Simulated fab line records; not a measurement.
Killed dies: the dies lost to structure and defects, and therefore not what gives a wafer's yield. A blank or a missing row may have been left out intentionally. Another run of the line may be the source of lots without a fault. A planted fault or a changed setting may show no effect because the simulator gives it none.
A struck lot beside a sound one -- flow rit-cmos -- 17 steps out of a route of 202
Sound: these wafers, L994.3, L994.4, L994.6. The struck wafers were L103.3, L103.4, L103.6. The cause comes at the end.
Per side, at each step with rows, come the tool, then ch with its chambers, and then its first start. Under that, the readings that differ: sound wafers -- struck wafers -- difference of the means -- sigmas: that difference in standard deviations of wafers without a fault.
alike: a reading whose means differ by less than 2 such deviations, as well as words and numbers matching on both sides. not compared: withheld readings; readings where some wafer has no value; bounds like >300 that might hide an equal value; numbers whose values overlap and for which the record gives no deviation.
A row with sigmas, a row that says differs or no value, or rows on one side alone: a step with any of these is where the two part. Numbers that have no deviation but don't overlap get no sigmas and don't part them. A reading that every wafer of one side lacks parts them only if that side has two wafers or more.

RIT_PWELL_TW_MEAS_10:
  sound on film-metro-03 at day 2 04:20; struck on film-metro-04 at day 4 03:21
  alike: PWELL_TW
then, 1 step without rows for these wafers: RIT_WELLDRIVE_ANNEAL_00 (time 14700 s).
RIT_WELLDRIVE_RS_MEAS_01: a four-point-probe measurement.
  sound on film-metro-03 at day 2 10:16; struck on film-metro-04 at day 4 08:33
  alike: NWELL_RS
RIT_WELLDRIVE_RS_MEAS_02: a four-point-probe measurement.
  sound on film-metro-03 at day 2 10:23; struck on film-metro-04 at day 4 08:40
  alike: PWELL_RS
then, 6 steps without rows for these wafers: RIT_NRETRO_HMDS_00 (prime time 60 s); RIT_NRETRO_COAT_01 (resist thk 1300 nm); RIT_NRETRO_SOFTBAKE_02 (time 60 s); RIT_NRETRO_EXPOSE_03 (exposes mask M4, target cd 43900 nm); RIT_NRETRO_PEB_04; RIT_NRETRO_DEVELOP_05 (develop time 68 s).
RIT_NRETRO_OVL_MEAS_06:
  sound on overlay-02 at day 2 11:29; struck on overlay-01 at day 4 09:49
  alike: NRETRO_OVL
then, 1 step without rows for these wafers: RIT_NRETRO_HARDBAKE_07 (time 120 s).
RIT_NRETRO_IMPLANT_08:
  sound on implanter-01 ch 0, day 2 11:49; struck on implanter-02 ch 0, day 4 10:08
reading,sound,struck,difference,sigmas
dose-ions-cm2,1.0011e+13 1.0004e+13 1.0007e+13,1.3686e+13 1.3706e+13 1.3704e+13,+3.6913e+12,+99 or more
faraday-current-uA,32.7 32.3 31.0,43.1 43.9 43.7,+11.6,+16
RIT_NRETRO_STRIP_09: strips in O2, time 180 s.
  sound on plasma-asher-03 ch 0,1, day 2 11:58; struck on plasma-asher-02 ch 0,1, day 4 10:18
reading,sound,struck,difference,sigmas
drypump-motor-current-A (A),5.6 5.5 5.5,6.0 6.8 6.8,+1.0,+2
  not compared: rf-hours-counter-h
RIT_NRETRO_TW_MEAS_10:
  sound on film-metro-02 at day 2 12:07; struck on film-metro-04 at day 4 10:26
reading,sound,struck,difference,sigmas
NRETRO_TW,1050 1051 1059,1181 1186 1179,+129,+15
then, 1 step without rows for these wafers: RIT_PRETRO_HMDS_00 (prime time 60 s).
RIT_M1_PROBE_99:
  sound on prober-02 at day 3 18:00; struck on prober-01 at day 5 16:23
reading,sound,struck,difference,sigmas
killed-short,6 7 4,1 0 1,-5,-2
model.etest.pmos_0p3.r-on-ohm-um,6124 6288 6174,6660 6751 6809,+545,
model.etest.pmos-turned.r-on-ohm-um,3433 3552 3394,3811 3927 3901,+420,
model.etest.pmos_0p15.r-on-ohm-um,2762 2850 2706,2981 3050 3072,+262,
model.etest.pmos_0p15.drive-ua-um,257.2 247.5 256.6,227.3 218.6 220.5,-31.6,
model.etest.pmos-turned.drive-ua-um,189.4 180.8 186.3,156.3 151.6 151.2,-32.5,
model.etest.pmos-narrow.drive-ua-um,105.5 101.4 101.3,92.97 90 89.52,-11.90,
model.etest.pmos_0p3.drive-ua-um,104.3 100.4 101.6,91.31 89.44 88.91,-12.21,
model.etest.well-edge-right.line-ohm-um,184 184.3 182.4,176.6 174.2 173.7,-8.7,
  alike: killed-at-front-end, killed-dies, killed-open

## WHERE THEY PART
At RIT_NRETRO_IMPLANT_08 first; at RIT_M1_PROBE_99 last (within this record only).

WHY: what had been put in by the simulator
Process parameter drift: implanter-02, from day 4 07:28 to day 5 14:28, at RIT_NRETRO_IMPLANT_08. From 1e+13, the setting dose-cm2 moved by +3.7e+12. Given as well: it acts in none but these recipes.
